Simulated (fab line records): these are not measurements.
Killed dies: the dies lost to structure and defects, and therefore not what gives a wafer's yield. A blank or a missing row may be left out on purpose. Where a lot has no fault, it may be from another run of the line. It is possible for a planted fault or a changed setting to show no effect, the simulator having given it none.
Which tool did it? || flow rit_cmos || 42 wafers from 14 lots sampled at 5 of the route's 202 steps

== WHAT THE GAUGES SHOWED, per wafer ==
RIT_ACTIVE_THK_MEAS_02.
{"lot": "L579", "measured": "day 1 17:03", "on": "film_metro-01", "ACTIVE_OXIDE_THK (nm)": "44.8 45.1 44.4"}
{"lot": "L580", "measured": "day 1 22:04", "on": "film_metro-04", "ACTIVE_OXIDE_THK (nm)": "48.4 49.7 48.9"}
{"lot": "L581", "measured": "day 2 03:16", "on": "film_metro-01", "ACTIVE_OXIDE_THK (nm)": "47.8 48.1 48.4"}
{"lot": "L582", "measured": "day 2 12:05", "on": "film_metro-04", "ACTIVE_OXIDE_THK (nm)": "48.1 47.5 48.0"}
{"lot": "L583", "measured": "day 2 14:47", "on": "film_metro-02", "ACTIVE_OXIDE_THK (nm)": "45.2 44.5 45.8"}
{"lot": "L585", "measured": "day 3 00:11", "on": "film_metro-02", "ACTIVE_OXIDE_THK (nm)": "45.4 45.0 45.1"}
{"lot": "L589", "measured": "day 3 19:14", "on": "film_metro-02", "ACTIVE_OXIDE_THK (nm)": "48.1 48.1 49.1"}
{"lot": "L590", "measured": "day 4 00:04", "on": "film_metro-02", "ACTIVE_OXIDE_THK (nm)": "38.2 37.7 38.8"}
{"lot": "L592", "measured": "day 4 10:17", "on": "film_metro-01", "ACTIVE_OXIDE_THK (nm)": "37.4 37.8 37.9"}
{"lot": "L593", "measured": "day 4 15:08", "on": "film_metro-02", "ACTIVE_OXIDE_THK (nm)": "44.6 44.5 44.8"}
{"lot": "L594", "measured": "day 4 20:17", "on": "film_metro-04", "ACTIVE_OXIDE_THK (nm)": "45.9 46.4 45.9"}
{"lot": "L596", "measured": "day 5 06:03", "on": "film_metro-01", "ACTIVE_OXIDE_THK (nm)": "46.1 46.4 45.6"}
{"lot": "L599", "measured": "day 5 21:04", "on": "film_metro-02", "ACTIVE_OXIDE_THK (nm)": "45.5 45.5 45.3"}
{"lot": "L600", "measured": "day 6 02:03", "on": "film_metro-01", "ACTIVE_OXIDE_THK (nm)": "44.9 45.6 44.8"}

RIT_CONTACT_OVL_MEAS_09.
{"lot": "L579", "measured": "day 3 11:11", "on": "overlay-02", "CONTACT_OVL (nm)": "0.6 -2.5 -0.6"}
{"lot": "L580", "measured": "day 3 19:47", "on": "overlay-02", "CONTACT_OVL (nm)": "-2.9 -1.6 0.6"}
{"lot": "L581", "measured": "day 4 02:08", "on": "overlay-02", "CONTACT_OVL (nm)": "1.5 0.5 -0.4"}
{"lot": "L582", "measured": "day 4 09:06", "on": "overlay-02", "CONTACT_OVL (nm)": "-0.8 0.4 -2.0"}
{"lot": "L583", "measured": "day 4 11:04", "on": "overlay-01", "CONTACT_OVL (nm)": "-1.3 -0.7 -4.6"}
{"lot": "L585", "measured": "day 4 16:00", "on": "overlay-02", "CONTACT_OVL (nm)": "-1.3 -1.4 1.4"}
{"lot": "L589", "measured": "day 5 12:38", "on": "overlay-02", "CONTACT_OVL (nm)": "-2.9 -3.6 -1.5"}
{"lot": "L590", "measured": "day 5 17:04", "on": "overlay-02", "CONTACT_OVL (nm)": "0.8 -0.2 0.8"}
{"lot": "L592", "measured": "day 6 03:11", "on": "overlay-01", "CONTACT_OVL (nm)": "1.4 -1.3 -1.0"}
{"lot": "L593", "measured": "day 6 07:53", "on": "overlay-01", "CONTACT_OVL (nm)": "-0.3 0.1 1.6"}
{"lot": "L594", "measured": "day 6 12:38", "on": "overlay-02", "CONTACT_OVL (nm)": "3.3 -1.1 2.7"}
{"lot": "L596", "measured": "day 6 22:31", "on": "overlay-02", "CONTACT_OVL (nm)": "0.9 0.0 -0.5"}
{"lot": "L599", "measured": "day 7 15:03", "on": "overlay-01", "CONTACT_OVL (nm)": "0.3 0.1 0.3"}
{"lot": "L600", "measured": "day 7 19:31", "on": "overlay-01", "CONTACT_OVL (nm)": "0.1 0.2 0.6"}

RIT_M1_CD_MEAS_09 targets a cd of 2600 nm.
{"lot": "L579", "measured": "day 3 13:35", "on": "cd_sem-01", "cd_nm (nm)": "2598.4 2600.5 2599.2"}
{"lot": "L580", "measured": "day 3 22:29", "on": "cd_sem-02", "cd_nm (nm)": "2604.7 2602.4 2600.1"}
{"lot": "L581", "measured": "day 4 04:40", "on": "cd_sem-01", "cd_nm (nm)": "2602.3 2603.8 2603.3"}
{"lot": "L582", "measured": "day 4 11:51", "on": "cd_sem-02", "cd_nm (nm)": "2600.2 2597.2 2597.7"}
{"lot": "L583", "measured": "day 4 13:54", "on": "cd_sem-01", "cd_nm (nm)": "2597.4 2597.4 2597.5"}
{"lot": "L585", "measured": "day 4 18:28", "on": "cd_sem-02", "cd_nm (nm)": "2599.8 2602.4 2599.8"}
{"lot": "L589", "measured": "day 5 15:12", "on": "cd_sem-01", "cd_nm (nm)": "2598.4 2600.0 2599.1"}
{"lot": "L590", "measured": "day 5 19:29", "on": "cd_sem-01", "cd_nm (nm)": "2601.6 2601.3 2600.8"}
{"lot": "L592", "measured": "day 6 05:44", "on": "cd_sem-01", "cd_nm (nm)": "2600.2 2600.0 2599.1"}
{"lot": "L593", "measured": "day 6 10:25", "on": "cd_sem-02", "cd_nm (nm)": "2602.3 2603.1 2604.8"}
{"lot": "L594", "measured": "day 6 15:10", "on": "cd_sem-02", "cd_nm (nm)": "2606.4 2607.0 2604.4"}
{"lot": "L596", "measured": "day 7 01:11", "on": "cd_sem-02", "cd_nm (nm)": "2601.8 2602.2 2601.7"}
{"lot": "L599", "measured": "day 7 17:37", "on": "cd_sem-02", "cd_nm (nm)": "2600.0 2599.6 2601.4"}
{"lot": "L600", "measured": "day 7 22:05", "on": "cd_sem-02", "cd_nm (nm)": "2600.2 2599.8 2601.6"}

RIT_M1_OVL_MEAS_10.
{"lot": "L579", "measured": "day 3 13:42", "on": "overlay-02", "M1_OVL (nm)": "-1.7 -0.5 -1.0"}
{"lot": "L580", "measured": "day 3 22:36", "on": "overlay-02", "M1_OVL (nm)": "-0.3 -0.3 -0.7"}
{"lot": "L581", "measured": "day 4 04:47", "on": "overlay-01", "M1_OVL (nm)": "1.6 -0.4 1.3"}
{"lot": "L582", "measured": "day 4 11:57", "on": "overlay-02", "M1_OVL (nm)": "-0.6 -1.1 2.1"}
{"lot": "L583", "measured": "day 4 14:01", "on": "overlay-02", "M1_OVL (nm)": "-0.5 -1.9 -0.3"}
{"lot": "L585", "measured": "day 4 18:33", "on": "overlay-02", "M1_OVL (nm)": "-4.0 -3.9 -2.3"}
{"lot": "L589", "measured": "day 5 15:18", "on": "overlay-01", "M1_OVL (nm)": "1.8 0.9 1.6"}
{"lot": "L590", "measured": "day 5 19:35", "on": "overlay-01", "M1_OVL (nm)": "-0.8 -0.7 0.7"}
{"lot": "L592", "measured": "day 6 05:50", "on": "overlay-02", "M1_OVL (nm)": "-0.6 -0.7 -1.7"}
{"lot": "L593", "measured": "day 6 10:32", "on": "overlay-01", "M1_OVL (nm)": "2.7 0.6 0.7"}
{"lot": "L594", "measured": "day 6 15:16", "on": "overlay-01", "M1_OVL (nm)": "-2.1 -1.2 -1.6"}
{"lot": "L596", "measured": "day 7 01:19", "on": "overlay-01", "M1_OVL (nm)": "2.0 0.9 1.2"}
{"lot": "L599", "measured": "day 7 17:43", "on": "overlay-01", "M1_OVL (nm)": "-0.7 -1.0 -1.5"}
{"lot": "L600", "measured": "day 7 22:13", "on": "overlay-01", "M1_OVL (nm)": "-0.1 -0.4 -1.1"}

== WHAT TOOL EACH LOT RAN ON (gives the tool, then ch and the chambers of the sampled wafers, and finally the start) ==
{"lot": "L579", "RIT_ACTIVE_OXIDATION_01": "furnace-03 ch 0, day 1 15:07"}
{"lot": "L580", "RIT_ACTIVE_OXIDATION_01": "furnace-01 ch 0, day 1 20:07"}
{"lot": "L581", "RIT_ACTIVE_OXIDATION_01": "furnace-01 ch 0, day 2 01:20"}
{"lot": "L582", "RIT_ACTIVE_OXIDATION_01": "furnace-01 ch 0, day 2 10:09"}
{"lot": "L583", "RIT_ACTIVE_OXIDATION_01": "furnace-03 ch 0, day 2 12:51"}
{"lot": "L585", "RIT_ACTIVE_OXIDATION_01": "furnace-03 ch 0, day 2 22:14"}
{"lot": "L589", "RIT_ACTIVE_OXIDATION_01": "furnace-01 ch 0, day 3 17:17"}
{"lot": "L590", "RIT_ACTIVE_OXIDATION_01": "furnace-01 ch 0, day 3 22:07"}
{"lot": "L592", "RIT_ACTIVE_OXIDATION_01": "furnace-01 ch 0, day 4 08:21"}
{"lot": "L593", "RIT_ACTIVE_OXIDATION_01": "furnace-03 ch 0, day 4 13:11"}
{"lot": "L594", "RIT_ACTIVE_OXIDATION_01": "furnace-02 ch 0, day 4 18:20"}
{"lot": "L596", "RIT_ACTIVE_OXIDATION_01": "furnace-03 ch 0, day 5 04:07"}
{"lot": "L599", "RIT_ACTIVE_OXIDATION_01": "furnace-02 ch 0, day 5 19:07"}
{"lot": "L600", "RIT_ACTIVE_OXIDATION_01": "furnace-02 ch 0, day 6 00:07"}
- RIT_ACTIVE_OXIDATION_01: target thk 46.8 nm, ox time 3360 s.

== WHAT THE TOOLS THEMSELVES READ (means of the sampled wafers that have a number; where no wafer has one, the mark that the record gives instead) ==
RIT_ACTIVE_OXIDATION_01.
{"lot": "L579", "tool": "furnace-03", "spike_tc_centre_C (C)": 1002.0, "spike_tc_load_C (C)": 1021, "spike_tc_source_C (C)": 1028.7, "tube_center_temp_C (C)": 1000, "tube_center_temp_C_max": 1002.3, "zone_power_centre_pct (%)": 46, "zone_power_source_pct (%)": 38}
{"lot": "L580", "tool": "furnace-01", "spike_tc_centre_C (C)": 1001.3, "spike_tc_load_C (C)": 1025, "spike_tc_source_C (C)": 1024.1, "tube_center_temp_C (C)": 1000, "tube_center_temp_C_max": 1002.9, "zone_power_centre_pct (%)": 41, "zone_power_source_pct (%)": 29}
{"lot": "L581", "tool": "furnace-01", "spike_tc_centre_C (C)": 1001.7, "spike_tc_load_C (C)": 1026, "spike_tc_source_C (C)": 1023.6, "tube_center_temp_C (C)": 1000, "tube_center_temp_C_max": 1002.6, "zone_power_centre_pct (%)": 41, "zone_power_source_pct (%)": 29}
{"lot": "L582", "tool": "furnace-01", "spike_tc_centre_C (C)": 1002.6, "spike_tc_load_C (C)": 1027, "spike_tc_source_C (C)": 1024.0, "tube_center_temp_C (C)": 1000, "tube_center_temp_C_max": 1002.6, "zone_power_centre_pct (%)": 40, "zone_power_source_pct (%)": 29}
{"lot": "L583", "tool": "furnace-03", "spike_tc_centre_C (C)": 1002.9, "spike_tc_load_C (C)": 1022, "spike_tc_source_C (C)": 1029.2, "tube_center_temp_C (C)": 1000, "tube_center_temp_C_max": 1002.3, "zone_power_centre_pct (%)": 46, "zone_power_source_pct (%)": 38}
{"lot": "L585", "tool": "furnace-03", "spike_tc_centre_C (C)": 1002.7, "spike_tc_load_C (C)": 1022, "spike_tc_source_C (C)": 1029.4, "tube_center_temp_C (C)": 1000, "tube_center_temp_C_max": 1002.3, "zone_power_centre_pct (%)": 46, "zone_power_source_pct (%)": 38}
{"lot": "L589", "tool": "furnace-01", "spike_tc_centre_C (C)": 1002.2, "spike_tc_load_C (C)": 1027, "spike_tc_source_C (C)": 1022.7, "tube_center_temp_C (C)": 1000, "tube_center_temp_C_max": 1002.3, "zone_power_centre_pct (%)": 40, "zone_power_source_pct (%)": 29}
{"lot": "L590", "tool": "furnace-01", "spike_tc_centre_C (C)": 977.9, "spike_tc_load_C (C)": 1001, "spike_tc_source_C (C)": 998.2, "tube_center_temp_C (C)": 975, "tube_center_temp_C_max": 977.2, "zone_power_centre_pct (%)": 39, "zone_power_source_pct (%)": 27}
{"lot": "L592", "tool": "furnace-01", "spike_tc_centre_C (C)": 976.8, "spike_tc_load_C (C)": 1001, "spike_tc_source_C (C)": 998.4, "tube_center_temp_C (C)": 975, "tube_center_temp_C_max": 977.5, "zone_power_centre_pct (%)": 40, "zone_power_source_pct (%)": 27}
{"lot": "L593", "tool": "furnace-03", "spike_tc_centre_C (C)": 1002.1, "spike_tc_load_C (C)": 1021, "spike_tc_source_C (C)": 1029.4, "tube_center_temp_C (C)": 1000, "tube_center_temp_C_max": 1002.5, "zone_power_centre_pct (%)": 46, "zone_power_source_pct (%)": 38}
{"lot": "L594", "tool": "furnace-02", "spike_tc_centre_C (C)": 1002.2, "spike_tc_load_C (C)": 1032, "spike_tc_source_C (C)": 1022.0, "tube_center_temp_C (C)": 1000, "tube_center_temp_C_max": 1002.5, "zone_power_centre_pct (%)": 53, "zone_power_source_pct (%)": 35}
{"lot": "L596", "tool": "furnace-03", "spike_tc_centre_C (C)": 1002.8, "spike_tc_load_C (C)": 1023, "spike_tc_source_C (C)": 1029.9, "tube_center_temp_C (C)": 1000, "tube_center_temp_C_max": 1002.6, "zone_power_centre_pct (%)": 46, "zone_power_source_pct (%)": 38}
{"lot": "L599", "tool": "furnace-02", "spike_tc_centre_C (C)": 1001.8, "spike_tc_load_C (C)": 1032, "spike_tc_source_C (C)": 1022.4, "tube_center_temp_C (C)": 1000, "tube_center_temp_C_max": 1002.2, "zone_power_centre_pct (%)": 53, "zone_power_source_pct (%)": 35}
{"lot": "L600", "tool": "furnace-02", "spike_tc_centre_C (C)": 1001.9, "spike_tc_load_C (C)": 1032, "spike_tc_source_C (C)": 1022.3, "tube_center_temp_C (C)": 1000, "tube_center_temp_C_max": 1002.6, "zone_power_centre_pct (%)": 53, "zone_power_source_pct (%)": 35}

== THE ANSWER, worked out from the rows above alone ==
Rule: the lots themselves supply what counts as usual. The widest of any qualifying gaps counts: lots, ordered by their means at a reading, are off when they make up no more than a third of the lots, leave a main group of 4 or more, and stand apart from it by 3 or more times the standard deviation of that group's means. Not used: any main group whose means are identical at the precision the tables above print for the reading. Also off: a lot with no number at a reading for which 4 or more lots have one. Where the step has rows for the other lots, those lots are counted as sound. After the gauges, taken in route order, come the tools' own readings; for these a lot's mean is taken, as printed above. At the first step where some lot is off, the reading lying furthest off is the one used; lots without a number count as furthest.
Off: L590, L592, seen at RIT_ACTIVE_THK_MEAS_02 (ACTIVE_OXIDE_THK). Main group: mean 46.3 nm, sd 1.5.
If a tool, at a process step before that reading, ran all the lots that are off and no sound lot after the first of them, it fits. Not tried: the gauges at RIT_ACTIVE_THK_MEAS_02; whatever is off there is also off at RIT_ACTIVE_OXIDATION_01, on other tools, and gauge error can't account for it. One candidate fits, namely furnace-01 at RIT_ACTIVE_OXIDATION_01. Its last sound lot is L589 (day 3 17:17), its first lot that is off L590 (day 3 22:07): a fault that began between those two fits.
The tool's own readings at RIT_ACTIVE_OXIDATION_01 bear it out: on the lots that are off they differ by more than 5 times the standard deviation of the sound lots' means. spike_tc_centre_C reads 977.3 C there against 1002.2 C on the sound lots; spike_tc_load_C reads 1001 C there against 1026 C on the sound lots; spike_tc_source_C reads 998.3 C there against 1025.6 C on the sound lots; tube_center_temp_C reads 975 C there against 1000 C on the sound lots; tube_center_temp_C_max reads 977.4 there against 1002.5 on the sound lots.

== WHAT THE SIMULATOR HAD PUT IN ==
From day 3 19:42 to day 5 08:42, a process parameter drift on furnace-01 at RIT_ACTIVE_OXIDATION_01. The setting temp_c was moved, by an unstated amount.
Lots struck among those shown: L590, L592. The rule given above showed the same thing.
